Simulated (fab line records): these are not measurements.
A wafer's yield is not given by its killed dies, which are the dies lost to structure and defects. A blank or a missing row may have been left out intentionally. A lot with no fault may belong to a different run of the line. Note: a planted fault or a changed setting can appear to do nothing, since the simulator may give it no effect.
A struck lot beside a sound one | flow rit cmos | 45 steps out of a route of 202
Sound: these wafers, L347.1, L347.2, L347.5. The struck wafers were L357.1, L357.4, L357.6. The cause comes at the end.
Per side, at each step with rows, come the tool, then ch with its chambers, and then its first start. Under that, the readings that differ: sound wafers | struck wafers | difference of the means | sigmas: that difference in standard deviations of wafers without a fault.
alike: readings with means less than 2 such deviations apart, plus words and numbers identical on both sides. not compared: withheld readings, readings lacking a value on some wafer, bounds such as >300 that could conceal the same value, and numbers that have no deviation in the record and whose values overlap.
A row with sigmas, a row that says differs or no value, or rows on one side alone: a step with any of these is where the two part. Non-overlapping numbers with no deviation appear without sigmas and do not part them. A reading missing from all wafers of one side parts the sides only when that side holds two or more wafers.

first, 1 step without rows for these wafers: RIT_ACTIVE_DEVELOP_10 (develop time 50 s).
RIT_ACTIVE_CD_MEAS_11: the cd target is 1400 nm.
  sound on cd sem-01 at day 1 14:40; struck on cd sem-02 at day 3 17:58
  alike: cd nm
then, 1 step without rows for these wafers: RIT_ACTIVE_HARDBAKE_12 (time 60 s).
RIT_ACTIVE_ETCH_13: etches Si3N4 in SF6, stops on SiO2, time 210 s, target depth 210 nm.
  sound on rie diel-01 ch 1,2,3, day 1 14:56; struck on rie diel-03 ch 1,2,3, day 3 18:14
  alike: drypump motor current A, oes product au, throttle valve pct
  not compared: rf hours counter h
RIT_ACTIVE_STRIP_14: strips in O2, time 180 s.
  sound on plasma asher-01 ch 0,1, day 1 15:04; struck on plasma asher-02 ch 0,1, day 3 18:22
  alike: drypump motor current A
  not compared: rf hours counter h
RIT_ACTIVE_CD_MEAS_90: the cd target is 1400 nm.
  sound on cd sem-01 at day 1 15:14; struck on cd sem-01 at day 3 18:32
  alike: cd nm
then, 4 steps without rows for these wafers: RIT_ACTIVE_CLEAN_15 (cleans in SC1, time 600 s); RIT_ACTIVE_CLEAN_16 (cleans in dHF, time 30 s); RIT_ACTIVE_CLEAN_17 (cleans in SC2, time 600 s); RIT_FOX1_OXIDATION_00 (target thk 350.7 nm, ox time 1130 s).
RIT_FOX1_THK_MEAS_01:
  sound on film metro-01 at day 1 17:33; struck on film metro-04 at day 3 20:20
  reading             | sound       | struck      | difference | sigmas
  FOX1_OXIDE_THK (nm) | 343 342 348 | 358 364 363 | +17        | +2
then, 1 step without rows for these wafers: RIT_FOX1_WET_ETCH_02 (etches SiO2 in BOE, target depth 350 nm, time 390 s).
RIT_FOX2_OXIDATION_00: target thk 350.7 nm, ox time 1130 s.
  sound on furnace-01 ch 0, day 1 17:44; struck on furnace-04 ch 0, day 3 20:31
  reading                                     | sound             | struck          | difference | sigmas
  model.SiO2_of_FOX2_OXIDATION_00.thk nm (nm) | 350.4 349.6 356.4 | 319.4 322 325.5 | -29.8      |
RIT_FOX2_THK_MEAS_01:
  sound on film metro-01 at day 1 19:02; struck on film metro-01 at day 3 21:50
  reading             | sound       | struck      | difference | sigmas
  FOX2_OXIDE_THK (nm) | 351 349 357 | 319 322 325 | -30        | -5
then, 2 steps without rows for these wafers: RIT_FOX2_CLEAN_02 (cleans in dHF, time 180 s); RIT_FOX2_WET_ETCH_03 (etches Si3N4 in H3PO4, target depth 195 nm, time 2700 s).
RIT_FOX2_THK_MEAS_90:
  sound on film metro-01 at day 1 19:55; struck on film metro-01 at day 3 22:46
  reading                     | sound       | struck      | difference | sigmas
  FIELD_OXIDE_LEFT_1_THK (nm) | 322 322 329 | 292 294 298 | -30        | -5
then, 6 steps without rows for these wafers: RIT_NWELL_HMDS_00 (prime time 60 s); RIT_NWELL_COAT_01 (resist thk 1300 nm); RIT_NWELL_SOFTBAKE_02 (time 60 s); RIT_NWELL_EXPOSE_03 (exposes mask M2, target cd 43900 nm); RIT_NWELL_PEB_04; RIT_NWELL_DEVELOP_05 (develop time 68 s).
RIT_NWELL_OVL_MEAS_06:
  sound on overlay-01 at day 1 20:55; struck on overlay-01 at day 3 23:43
  alike: NWELL_OVL
then, 2 steps without rows for these wafers: RIT_NWELL_HARDBAKE_07 (time 120 s); RIT_NWELL_IMPLANT_08.
RIT_NWELL_STRIP_09: strips in O2, time 180 s.
  sound on plasma asher-01 ch 0,1, day 1 21:21; struck on plasma asher-02 ch 0, day 4 00:09
  alike: drypump motor current A
  not compared: rf hours counter h
RIT_NWELL_TW_MEAS_10:
  sound on film metro-01 at day 1 21:31; struck on film metro-01 at day 4 00:19
  alike: NWELL_TW
then, 6 steps without rows for these wafers: RIT_PWELL_HMDS_00 (prime time 60 s); RIT_PWELL_COAT_01 (resist thk 1300 nm); RIT_PWELL_SOFTBAKE_02 (time 60 s); RIT_PWELL_EXPOSE_03 (exposes mask M3, target cd 43700 nm); RIT_PWELL_PEB_04; RIT_PWELL_DEVELOP_05 (develop time 68 s).
RIT_PWELL_OVL_MEAS_06:
  sound on overlay-01 at day 1 22:28; struck on overlay-01 at day 4 01:16
  alike: PWELL_OVL
then, 2 steps without rows for these wafers: RIT_PWELL_HARDBAKE_07 (time 120 s); RIT_PWELL_IMPLANT_08.
RIT_PWELL_STRIP_09: strips in O2, time 180 s.
  sound on plasma asher-04 ch 0,1, day 1 22:54; struck on plasma asher-04 ch 0,1, day 4 01:43
  alike: drypump motor current A
  not compared: rf hours counter h
RIT_PWELL_TW_MEAS_10:
  sound on film metro-04 at day 1 23:04; struck on film metro-01 at day 4 01:53
  reading  | sound       | struck      | difference | sigmas
  PWELL_TW | 952 952 959 | 932 925 931 | -25        | -2
then, 1 step without rows for these wafers: RIT_WELLDRIVE_ANNEAL_00 (time 14700 s).
RIT_WELLDRIVE_RS_MEAS_01: a four-point-probe measurement.
  sound on film metro-01 at day 2 04:23; struck on film metro-04 at day 4 07:38
  alike: NWELL_RS
RIT_WELLDRIVE_RS_MEAS_02: a four-point-probe measurement.
  sound on film metro-01 at day 2 04:30; struck on film metro-04 at day 4 07:46
  alike: PWELL_RS
RIT_FOX2_THK_MEAS_91:
  sound on film metro-02 at day 2 08:26; struck on film metro-02 at day 4 12:05
  reading                     | sound       | struck      | difference | sigmas
  FIELD_OXIDE_LEFT_2_THK (nm) | 255 253 261 | 224 227 230 | -29        | -5
RIT_SILICIDE_WET_ETCH_00: etches SiO2 in BOE, target depth 14 nm, time 15 s.
  sound on wet bench-02 ch 2, day 3 07:19; struck on wet bench-01 ch 3, day 5 09:31
  reading                                     | sound             | struck            | difference | sigmas
  model.SiO2_of_FOX2_OXIDATION_00.thk nm (nm) | 149.7 148.3 155.5 | 119.4 121.9 125.7 | -28.8      |
RIT_M1_PROBE_99:
  sound on prober-02 at day 3 14:18; struck on prober-02 at day 5 16:45
  reading                                          | sound                | struck              | difference | sigmas
  model.etest.field n.vt v (V)                     | 34.52 34.34 35.37    | 30.37 30.65 31.23   | -3.99      |
  model.etest.poly comb over steps.leak log10 a um | -12.96 -12.69 -12.59 | -12.45 -11.99 -11.6 | +0.73      |
  alike: killed at contacts, killed at front end, killed dies, killed open, killed short
  not compared: model.etest.field p metal.vt v

== WHERE THEY PART ==
At RIT_FOX1_THK_MEAS_01 first; at RIT_FOX2_THK_MEAS_91 last (within this record only). Later steps at which nothing parts them and some readings are alike: RIT_M1_PROBE_99.

WHY: the cause the simulator had injected
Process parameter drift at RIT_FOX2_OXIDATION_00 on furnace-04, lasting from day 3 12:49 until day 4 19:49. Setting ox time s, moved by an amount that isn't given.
